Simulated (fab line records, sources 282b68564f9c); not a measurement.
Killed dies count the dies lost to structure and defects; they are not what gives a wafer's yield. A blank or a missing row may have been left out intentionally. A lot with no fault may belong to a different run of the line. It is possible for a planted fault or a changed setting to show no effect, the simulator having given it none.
fab line records -- flow rit_cmos
record lots=15, wafers=45, last_day=7
route steps=202 shown FOX2@24 NWELL@34 GATE@89 REOX@102
lots that met no fault: taken from a fault-free run of the same line
start_h: hours from the record's first day to the start of the lot's first wafer shown -- wait_h: hours since the lot's step before -- " unchanged from the row above -- L1.1+2: several wafers, shown together as one row -- - no value, or no start was given -- * or withheld: withheld -- < > ~ a bound
route shown NAME@n: names a module that has steps shown in the file, with the first one's number in the route -- usual: mean and standard deviation over wafers with no fault -- same: alike in all rows -- chamber/n: place in a boat -- sites: the reading at each site -- _std_site: their standard deviation -- _edge_site: the outer-site mean with the inner-site mean subtracted -- radius_mm: for every site, how far away it sits from the centre of the wafer -- mask NAME#n: copy n -- behind: the most recent tool/chamber to have shaped the wafer -- hold: the reason the lot was held/the length of the hold in hours/how it ended -- device: the n, p or np transistor that did not switch -- end of line: the same wafers' tests at the end of the route -- where a step has no rows: the recipe by itself -- killed: at the first sort, the dies lost to defects and structure; wafer yield is something else -- map: a wafer's dies, marking killed ones x, the rest . and places with no die _
set.NAME: the setting as run; set.NAME@STEP: as run at that earlier step -- model.NAME: the simulator's own value behind a step, which no gauge read
route steps across a sampled set of lots; one table per step, one row per wafer
services: from which hour (start_h, from the record's first day; less than 0 if before it) a tool's chamber was out of use, for how many hours, and why
## steps
# step RIT_FOX2_THK_MEAS_01
# recipe reads=SiO2_of_FOX2_OXIDATION_00
# usual FOX2_OXIDE_THK=350/6.1
lot.wafer,tool,chamber,start_h,wait_h,FOX2_OXIDE_THK[nm]
L350.1,film_metro-02,-,24.66,0.0,352
L350.3,film_metro-02,-,24.66,0.0,353
L350.4,film_metro-02,-,24.66,0.0,349
L352.1,film_metro-02,-,35.37,0.0,345
L352.2,film_metro-02,-,35.37,0.0,347
L352.5,film_metro-02,-,35.37,0.0,345
L353.3,film_metro-01,-,39.69,0.0,351
L353.4,film_metro-01,-,39.69,0.0,357
L353.6,film_metro-01,-,39.69,0.0,350
L354.2,film_metro-01,-,43.44,0.0,355
L354.5,film_metro-01,-,43.44,0.0,352
L354.6,film_metro-01,-,43.44,0.0,353
L357.2,film_metro-02,-,59.87,0.0,339
L357.4,film_metro-02,-,59.87,0.0,348
L357.6,film_metro-02,-,59.87,0.0,345
L358.3,film_metro-02,-,63.39,0.0,354
L358.4,film_metro-02,-,63.39,0.0,361
L358.5,film_metro-02,-,63.39,0.0,358
L361.2,film_metro-02,-,80.10,0.0,358
L361.4,film_metro-02,-,80.10,0.0,344
L361.5,film_metro-02,-,80.10,0.0,347
L362.1,film_metro-01,-,83.49,0.0,352
L362.3,film_metro-01,-,83.49,0.0,360
L362.5,film_metro-01,-,83.49,0.0,354
L363.1,film_metro-02,-,89.33,0.0,343
L363.3,film_metro-02,-,89.33,0.0,344
L363.6,film_metro-02,-,89.33,0.0,344
L364.1,film_metro-02,-,94.83,0.0,352
L364.3,film_metro-02,-,94.83,0.0,356
L364.6,film_metro-02,-,94.83,0.0,355
L365.1,film_metro-02,-,99.70,0.0,345
L365.2,film_metro-02,-,99.70,0.0,347
L365.5,film_metro-02,-,99.70,0.0,342
L366.2,film_metro-02,-,103.44,0.0,348
L366.3,film_metro-02,-,103.44,0.0,339
L366.5,film_metro-02,-,103.44,0.0,342
L369.1,film_metro-02,-,118.92,0.0,346
L369.5,film_metro-02,-,118.92,0.0,344
L369.6,film_metro-02,-,118.92,0.0,344
L370.1,film_metro-02,-,123.43,0.0,346
L370.4,film_metro-02,-,123.43,0.0,343
L370.5,film_metro-02,-,123.43,0.0,347
L371.1,film_metro-02,-,129.07,0.0,352
L371.4,film_metro-02,-,129.07,0.0,351
L371.5,film_metro-02,-,129.07,0.0,355
# step RIT_NWELL_OVL_MEAS_06
# usual NWELL_OVL=0.5/1.7
lot.wafer,tool,chamber,start_h,wait_h,NWELL_OVL[nm]
L350.1,overlay-02,-,26.72,-,0.7
L350.3,overlay-02,-,26.72,-,1.5
L350.4,overlay-02,-,26.72,-,0.9
L352.1,overlay-01,-,37.19,-,0.7
L352.2,overlay-01,-,37.19,-,-0.6
L352.5,overlay-01,-,37.19,-,1.8
L353.3,overlay-01,-,41.51,-,0.6
L353.4,overlay-01,-,41.51,-,-0.3
L353.6,overlay-01,-,41.51,-,1.2
L354.2,overlay-02,-,45.26,-,-1.8
L354.5,overlay-02,-,45.26,-,-0.8
L354.6,overlay-02,-,45.26,-,-4.0
L357.2,overlay-01,-,61.68,-,-0.2
L357.4,overlay-01,-,61.68,-,3.2
L357.6,overlay-01,-,61.68,-,2.7
L358.3,overlay-02,-,65.27,-,-0.3
L358.4,overlay-02,-,65.27,-,-0.6
L358.5,overlay-02,-,65.27,-,0.4
L361.2,overlay-01,-,82.10,-,0.1
L361.4,overlay-01,-,82.10,-,-0.8
L361.5,overlay-01,-,82.10,-,-1.1
L362.1,overlay-02,-,85.55,-,2.6
L362.3,overlay-02,-,85.55,-,1.8
L362.5,overlay-02,-,85.55,-,-0.4
L363.1,overlay-02,-,91.40,-,-1.4
L363.3,overlay-02,-,91.40,-,-2.3
L363.6,overlay-02,-,91.40,-,-0.7
L364.1,overlay-02,-,96.77,-,1.5
L364.3,overlay-02,-,96.77,-,0.3
L364.6,overlay-02,-,96.77,-,0.9
L365.1,overlay-01,-,101.51,-,-0.7
L365.2,overlay-01,-,101.51,-,0.0
L365.5,overlay-01,-,101.51,-,0.3
L366.2,overlay-01,-,105.45,-,-0.9
L366.3,overlay-01,-,105.45,-,-0.3
L366.5,overlay-01,-,105.45,-,-1.9
L369.1,overlay-01,-,120.73,-,1.6
L369.5,overlay-01,-,120.73,-,-0.1
L369.6,overlay-01,-,120.73,-,-0.4
L370.1,overlay-01,-,125.49,-,1.4
L370.4,overlay-01,-,125.49,-,0.7
L370.5,overlay-01,-,125.49,-,0.3
L371.1,overlay-01,-,131.01,-,3.2
L371.4,overlay-01,-,131.01,-,3.8
L371.5,overlay-01,-,131.01,-,2.8
# step RIT_GATE_EXPOSE_13
# recipe mask_id=M6, na=0.6, source_shape=conventional, sigma_outer=0.6, target_cd_nm=150, dose_mj=380
# usual exposure_dose_mJ_cm2=380.0/0.42
lot.wafer,tool,chamber,start_h,wait_h,mask,exposure_dose_mJ_cm2
L350.1,iline_stepper-02,0,42.47,0.2,M6#0,380.2
L350.3,iline_stepper-02,0,42.47,0.2,M6#0,380.5
L350.4,iline_stepper-02,0,42.47,0.2,M6#0,380.3
L352.1,iline_stepper-02,0,54.52,0.1,M6#0,379.6
L352.2,iline_stepper-02,0,54.52,0.1,M6#0,379.9
L352.5,iline_stepper-02,0,54.52,0.1,M6#0,379.6
L353.3,iline_stepper-01,0,57.69,0.2,M6#0,379.7
L353.4,iline_stepper-01,0,57.69,0.2,M6#0,380.1
L353.6,iline_stepper-01,0,57.69,0.2,M6#0,380.1
L354.2,iline_stepper-02,0,62.64,0.2,M6#0,380.3
L354.5,iline_stepper-02,0,62.64,0.2,M6#0,380.2
L354.6,iline_stepper-02,0,62.64,0.2,M6#0,380.0
L357.2,iline_stepper-01,0,76.60,0.1,M6#0,379.8
L357.4,iline_stepper-01,0,76.60,0.1,M6#0,379.6
L357.6,iline_stepper-01,0,76.60,0.1,M6#0,379.4
L358.3,iline_stepper-02,0,81.42,0.2,M6#0,380.2
L358.4,iline_stepper-02,0,81.42,0.2,M6#0,380.2
L358.5,iline_stepper-02,0,81.42,0.2,M6#0,380.2
L361.2,iline_stepper-02,0,97.01,0.2,M6#0,380.2
L361.4,iline_stepper-02,0,97.01,0.2,M6#0,380.1
L361.5,iline_stepper-02,0,97.01,0.2,M6#0,379.8
L362.1,iline_stepper-01,0,100.69,0.2,M6#0,379.5
L362.3,iline_stepper-01,0,100.69,0.2,M6#0,379.8
L362.5,iline_stepper-01,0,100.69,0.2,M6#0,379.8
L363.1,iline_stepper-02,0,107.14,0.2,M6#0,380.2
L363.3,iline_stepper-02,0,107.14,0.2,M6#0,380.0
L363.6,iline_stepper-02,0,107.14,0.2,M6#0,379.6
L364.1,iline_stepper-01,0,112.05,0.2,M6#0,380.7
L364.3,iline_stepper-01,0,112.05,0.2,M6#0,380.5
L364.6,iline_stepper-01,0,112.05,0.2,M6#0,380.1
L365.1,iline_stepper-01,0,116.55,0.1,M6#0,380.0
L365.2,iline_stepper-01,0,116.55,0.1,M6#0,380.2
L365.5,iline_stepper-01,0,116.55,0.1,M6#0,380.4
L366.2,iline_stepper-02,0,120.71,0.2,M6#0,381.1
L366.3,iline_stepper-02,0,120.71,0.2,M6#0,380.4
L366.5,iline_stepper-02,0,120.71,0.2,M6#0,380.2
L369.1,iline_stepper-02,0,136.79,0.2,M6#0,342.4
L369.5,iline_stepper-02,0,136.79,0.2,M6#0,342.7
L369.6,iline_stepper-02,0,136.79,0.2,M6#0,342.9
L370.1,iline_stepper-02,0,140.70,0.1,M6#0,349.7
L370.4,iline_stepper-02,0,140.70,0.1,M6#0,350.3
L370.5,iline_stepper-02,0,140.70,0.1,M6#0,350.1
L371.1,iline_stepper-02,0,146.25,0.1,M6#0,355.8
L371.4,iline_stepper-02,0,146.25,0.1,M6#0,356.5
L371.5,iline_stepper-02,0,146.25,0.1,M6#0,356.4
# step RIT_GATE_CD_MEAS_16
# recipe target_cd_nm=150
# usual cd_nm=150.9/2.5
lot.wafer,tool,chamber,start_h,wait_h,cd_nm
L350.1,cd_sem-02,-,42.87,-,149.9
L350.3,cd_sem-02,-,42.87,-,151.4
L350.4,cd_sem-02,-,42.87,-,151.5
L352.1,cd_sem-02,-,54.92,-,149.0
L352.2,cd_sem-02,-,54.92,-,146.1
L352.5,cd_sem-02,-,54.92,-,147.3
L353.3,cd_sem-01,-,58.10,-,156.7
L353.4,cd_sem-01,-,58.10,-,153.2
L353.6,cd_sem-01,-,58.10,-,154.7
L354.2,cd_sem-01,-,63.04,-,151.8
L354.5,cd_sem-01,-,63.04,-,150.3
L354.6,cd_sem-01,-,63.04,-,150.6
L357.2,cd_sem-01,-,77.00,-,145.0
L357.4,cd_sem-01,-,77.00,-,149.0
L357.6,cd_sem-01,-,77.00,-,148.0
L358.3,cd_sem-01,-,81.82,-,152.0
L358.4,cd_sem-01,-,81.82,-,151.6
L358.5,cd_sem-01,-,81.82,-,150.1
L361.2,cd_sem-02,-,97.41,-,148.8
L361.4,cd_sem-02,-,97.41,-,151.5
L361.5,cd_sem-02,-,97.41,-,151.0
L362.1,cd_sem-01,-,101.09,-,146.4
L362.3,cd_sem-01,-,101.09,-,149.9
L362.5,cd_sem-01,-,101.09,-,148.1
L363.1,cd_sem-02,-,107.55,-,156.2
L363.3,cd_sem-02,-,107.55,-,154.2
L363.6,cd_sem-02,-,107.55,-,155.9
L364.1,cd_sem-01,-,112.47,-,152.1
L364.3,cd_sem-01,-,112.47,-,152.0
L364.6,cd_sem-01,-,112.47,-,150.7
L365.1,cd_sem-01,-,116.95,-,157.8
L365.2,cd_sem-01,-,116.95,-,153.4
L365.5,cd_sem-01,-,116.95,-,155.7
L366.2,cd_sem-01,-,121.11,-,152.5
L366.3,cd_sem-01,-,121.11,-,151.5
L366.5,cd_sem-01,-,121.11,-,148.9
L369.1,cd_sem-01,-,137.19,-,201.5
L369.5,cd_sem-01,-,137.19,-,201.5
L369.6,cd_sem-01,-,137.19,-,200.6
L370.1,cd_sem-01,-,141.10,-,193.6
L370.4,cd_sem-01,-,141.10,-,194.8
L370.5,cd_sem-01,-,141.10,-,195.6
L371.1,cd_sem-01,-,146.65,-,181.2
L371.4,cd_sem-01,-,146.65,-,184.6
L371.5,cd_sem-01,-,146.65,-,184.5
# step RIT_REOX_THK_MEAS_04
# recipe reads=SiO2_of_REOX_OXIDATION_03
# usual REOX_OXIDE_THK=25.2/0.55
lot.wafer,tool,chamber,start_h,wait_h,REOX_OXIDE_THK[nm]
L350.1,film_metro-01,-,46.65,0.0,25.8
L350.3,film_metro-01,-,46.65,0.0,25.5
L350.4,film_metro-01,-,46.65,0.0,25.6
L352.1,film_metro-02,-,58.74,0.0,24.4
L352.2,film_metro-02,-,58.74,0.0,24.7
L352.5,film_metro-02,-,58.74,0.0,24.6
L353.3,film_metro-01,-,61.90,0.0,25.6
L353.4,film_metro-01,-,61.90,0.0,25.1
L353.6,film_metro-01,-,61.90,0.0,25.2
L354.2,film_metro-01,-,66.67,0.0,24.6
L354.5,film_metro-01,-,66.67,0.0,24.9
L354.6,film_metro-01,-,66.67,0.0,24.1
L357.2,film_metro-02,-,80.82,0.0,24.4
L357.4,film_metro-02,-,80.82,0.0,24.7
L357.6,film_metro-02,-,80.82,0.0,25.0
L358.3,film_metro-01,-,86.06,0.0,25.2
L358.4,film_metro-01,-,86.06,0.0,24.8
L358.5,film_metro-01,-,86.06,0.0,25.1
L361.2,film_metro-02,-,101.04,0.0,25.2
L361.4,film_metro-02,-,101.04,0.0,25.1
L361.5,film_metro-02,-,101.04,0.0,25.3
L362.1,film_metro-02,-,104.80,0.0,24.9
L362.3,film_metro-02,-,104.80,0.0,24.8
L362.5,film_metro-02,-,104.80,0.0,25.0
L363.1,film_metro-04,-,111.18,0.0,25.6
L363.3,film_metro-04,-,111.18,0.0,26.0
L363.6,film_metro-04,-,111.18,0.0,25.7
L364.1,film_metro-04,-,116.11,0.0,26.7
L364.3,film_metro-04,-,116.11,0.0,26.4
L364.6,film_metro-04,-,116.11,0.0,26.6
L365.1,film_metro-02,-,120.59,0.0,25.2
L365.2,film_metro-02,-,120.59,0.0,25.6
L365.5,film_metro-02,-,120.59,0.0,25.1
L366.2,film_metro-02,-,125.21,0.0,25.7
L366.3,film_metro-02,-,125.21,0.0,26.0
L366.5,film_metro-02,-,125.21,0.0,25.5
## services
tool,chamber,start_h,hours,kind
iline_stepper-02,-,23.13,8.0,repair
iline_stepper-01,-,31.18,2.1,pm
iline_stepper-01,-,33.26,-,consumable_replace:lamp
iline_stepper-02,-,35.11,1.7,pm
iline_stepper-02,-,55.50,4.3,pm
iline_stepper-01,-,65.97,1.7,pm
## key
first_sign step=RIT_GATE_EXPOSE_13, reading=exposure_dose_mJ_cm2, direction=down, sigmas=73, usual=380.0, struck=349.6
effect step=RIT_GATE_CD_MEAS_16, reading=cd_nm, direction=up, sigmas=17, usual=150.9, struck=193.1, through=control_loop
met_at RIT_GATE_EXPOSE_13
struck_lots L369,L370,L371
later_rows_left_out L369.1,L369.5,L369.6,L370.1,L370.4,L370.5,L371.1,L371.4,L371.5
sort_left_out L369.1,L369.5,L369.6,L370.1,L370.4,L370.5,L371.1,L371.4,L371.5
tester_left_out L369,L370,L371
loop_trim step=RIT_GATE_EXPOSE_13, setting=dose, lots=L370,L371
not_acting_at RIT_FOX2_THK_MEAS_01,RIT_NWELL_OVL_MEAS_06,RIT_REOX_THK_MEAS_04
onset_between 120.71 136.79
fault kind=process_parameter_drift, tool=iline_stepper-02, chamber=-, onset_h=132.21, steps=RIT_GATE_EXPOSE_13, channel=dose_mj, offset=-37.684, shape=step, acts_in=these_recipes_only, stated=380
# tester_left_out: of these lots the tester's yield and bins aren't shown, on N5 and GAA mostly nor the transistor test; their killed dies are dies lost to structure and defects alone, not to doping, threshold or leakage, so they don't give the yield
# sort_left_out: the simulated sort isn't trusted on such a fault, so these wafers' sort isn't shown, and their yield isn't known
# later_rows_left_out: the simulator's readings of these wafers behind a module that went badly wrong aren't trusted and aren't shown, but for the sort
# loop_trim: a control loop set the setting to another value than it would have without faults
